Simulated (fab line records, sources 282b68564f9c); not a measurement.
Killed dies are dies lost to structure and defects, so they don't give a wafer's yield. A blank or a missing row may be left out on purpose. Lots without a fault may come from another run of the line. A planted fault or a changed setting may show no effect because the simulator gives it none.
Which tool did it? | flow rit_cmos | 12 lots, 36 wafers sampled, at 2 steps of a route of 202

WHAT THE GAUGES READ, wafer by wafer
The record holds no reading of a measuring or inspecting step that can be judged against a usual standard deviation.

WHICH TOOL RAN EACH LOT (tool, then ch and the chambers of the sampled wafers, then the start)
lot  | RIT_NRETRO_SOFTBAKE_02           | RIT_M1_PROBE_99
L233 | litho_track-01 ch 0, day 2 13:22 | -
L234 | litho_track-01 ch 0, day 2 15:21 | -
L235 | litho_track-01 ch 0, day 2 18:26 | -
L236 | litho_track-01 ch 0, day 2 21:00 | -
L237 | litho_track-02 ch 0, day 3 01:57 | -
L238 | litho_track-01 ch 0, day 3 07:18 | -
L239 | litho_track-01 ch 0, day 3 12:27 | -
L247 | litho_track-01 ch 0, day 5 02:26 | -
L249 | litho_track-01 ch 0, day 5 12:17 | prober-02, day 6 17:08
L253 | litho_track-02 ch 0, day 6 08:37 | prober-02, day 7 12:44
L254 | litho_track-02 ch 0, day 6 13:41 | -
L256 | litho_track-04 ch 0, day 6 23:52 | -
- RIT_NRETRO_SOFTBAKE_02: time 60 s.
- RIT_M1_PROBE_99

WHAT THE TOOLS THEMSELVES READ (means of the sampled wafers that have a number; where no wafer has one, the mark that the record gives instead)
RIT_NRETRO_SOFTBAKE_02.
lot  | tool           | exhaust_pa (Pa) | plate_temp_C (C) | run_length_s (s)
L233 | litho_track-01 | 44.6            | 89.95            | 89.05
L234 | litho_track-01 | 45.4            | 90.03            | 89.01
L235 | litho_track-01 | 44.2            | 90.02            | 88.99
L236 | litho_track-01 | 43.6            | 89.99            | 89.06
L237 | litho_track-02 | 44.6            | 90.03            | 89.00
L238 | litho_track-01 | 44.2            | 90.06            | 88.93
L239 | litho_track-01 | 45.1            | 90.07            | 89.04
L247 | litho_track-01 | 45.0            | 89.98            | 94.53
L249 | litho_track-01 | 46.4            | 90.05            | 94.51
L253 | litho_track-02 | 46.1            | 90.09            | 89.04
L254 | litho_track-02 | 44.7            | 90.29            | 89.06
L256 | litho_track-04 | 44.2            | 89.92            | 88.84

RIT_M1_PROBE_99.
lot  | tool      | killed_at_M0_to_M3 | killed_at_contacts | killed_at_front_end | killed_dies | killed_open | killed_short
L249 | prober-02 | 0.0                | 0.0                | 6                   | 6           | 2.3         | 3.3
L253 | prober-02 | 0.0                | 0.0                | 6                   | 6           | 3.7         | 2.3

THE ANSWER, worked out from the rows above alone
Rule: what is usual is taken from the lots themselves. Put in order of their means at a reading, lots are off if they are a third of the lots or fewer, leave a main group of 4 or more, and stand apart from it by a gap of 3 or more times the standard deviation of the main group's means; of several such gaps the widest counts. A main group whose means are all the same, to the digits that the tables above print for the reading, isn't used. A lot without any number at a reading at which 4 lots or more have one is off too. The other lots that the step has rows for count as sound. The gauges are gone through in route order, then the tools' own readings, and for those a lot's mean is taken as printed above. The first step at which some lot is off is used, and at that step the reading that is off furthest; a lot without a number counts as furthest.
Off: L247, L249, at RIT_NRETRO_SOFTBAKE_02 (run_length_s). The main group: mean 89.00 s, standard deviation 0.066.
A tool fits if, at that step or a process step before it, it ran every lot that is off, and no sound lot after the first of them. One fits: litho_track-01 at RIT_NRETRO_SOFTBAKE_02. Its last sound lot is L239 (day 3 12:27), its first lot that is off L247 (day 5 02:26): a fault that began between those two fits.
The tool's own readings at RIT_NRETRO_SOFTBAKE_02 bear it out: on the lots that are off they differ by more than 5 times the standard deviation of the sound lots' means. run_length_s reads 94.52 s there against 89.00 s on the sound lots.

WHAT THE SIMULATOR HAD PUT IN
Process parameter drift: litho_track-01, from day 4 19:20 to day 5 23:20, at RIT_NRETRO_SOFTBAKE_02. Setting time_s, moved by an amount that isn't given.
Lots struck among those shown: L247, L249. The rule above found the same.
